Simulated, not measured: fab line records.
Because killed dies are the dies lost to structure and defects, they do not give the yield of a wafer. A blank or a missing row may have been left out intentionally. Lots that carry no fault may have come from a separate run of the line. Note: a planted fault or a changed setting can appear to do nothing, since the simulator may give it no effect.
A lot that was struck, set against a sound lot :: flow berkeleyCmos170 :: 14 steps out of a route of 331
Sound: wafers L467.1, L467.2, L467.5. Wafers struck: L477.2, L477.3, L477.6. The cause comes at the end.
At each step with rows: each side's tool, then ch and its chambers, then its first start. Under that, the readings that differ: sound wafers :: struck wafers :: difference of the means :: sigmas: that difference in standard deviations of wafers without a fault.
alike: readings whose means differ by less than 2 such deviations, and words and numbers that are the same on both sides. not compared: withheld readings, readings that some wafer has no value for, bounds like >300 that may hide the same value, and numbers for which the record gives no deviation and whose values overlap.
A row with sigmas, a row that says differs or no value, or rows on one side alone: a step with any of these is where the two part. Non-overlapping numbers with no deviation appear without sigmas and do not part them. Lack of a reading on every wafer of one side parts them only where that side has two or more wafers.

UCB170_M2_SPUTTER_01: material Al, target thk 900 nm, time 120 s.
  sound on pvdSputter-04 at day 11 04:56; struck on pvdSputter-03 at day 13 04:14
  alike: throttleValvePct
UCB170_M2_RS_MEAS_02: measurement is done with a four-point probe.
  sound on filmMetro-01 at day 11 05:01; struck on filmMetro-01 at day 13 04:20
  alike: M2_AL_RS
UCB170_M2_THK_MEAS_03: measures by xrf.
  sound on filmMetro-01 at day 11 05:08; struck on filmMetro-01 at day 13 04:26
  alike: M2_AL_THK
then, 3 steps without rows for these wafers: UCB170_M2_HMDS_04 (prime time 60 s); UCB170_M2_COAT_05 (resist thk 900 nm); UCB170_M2_SOFTBAKE_06 (time 60 s).
UCB170_M2_STRIP_07: strips in O2.
  sound on plasmaAsher-01 ch 0,1, day 11 05:39; struck on plasmaAsher-01 ch 1, day 13 04:56
  alike: drypumpMotorCurrentA, oesProductAu, stripTimeToEndpointS
  not compared: rfHoursCounterH
then, 5 steps without rows for these wafers: UCB170_M2_STRIP_08 (strips KrF in DMSO, time 600 s); UCB170_M2_COAT_09; UCB170_M2_COAT_10 (resist thk 900 nm); UCB170_M2_SOFTBAKE_11 (time 60 s); UCB170_M2_EXPOSE_12 (exposes mask METAL2, target cd 700 nm).
UCB170_M2_PEB_13:
  sound on lithoTrack-01 ch 0, day 11 06:50; struck on lithoTrack-02, day 13 06:33
  no value came back on the struck wafers for chillPlateTempC (C), exhaustPa (Pa); on the sound wafers chillPlateTempC (C) reads 23.05 22.70 22.94
then, 1 step without rows for these wafers: UCB170_M2_DEVELOP_14 (develop time 45 s).

WHERE THEY PART
Only at UCB170_M2_PEB_13, as far as this record shows.

WHY: the cause the simulator had injected
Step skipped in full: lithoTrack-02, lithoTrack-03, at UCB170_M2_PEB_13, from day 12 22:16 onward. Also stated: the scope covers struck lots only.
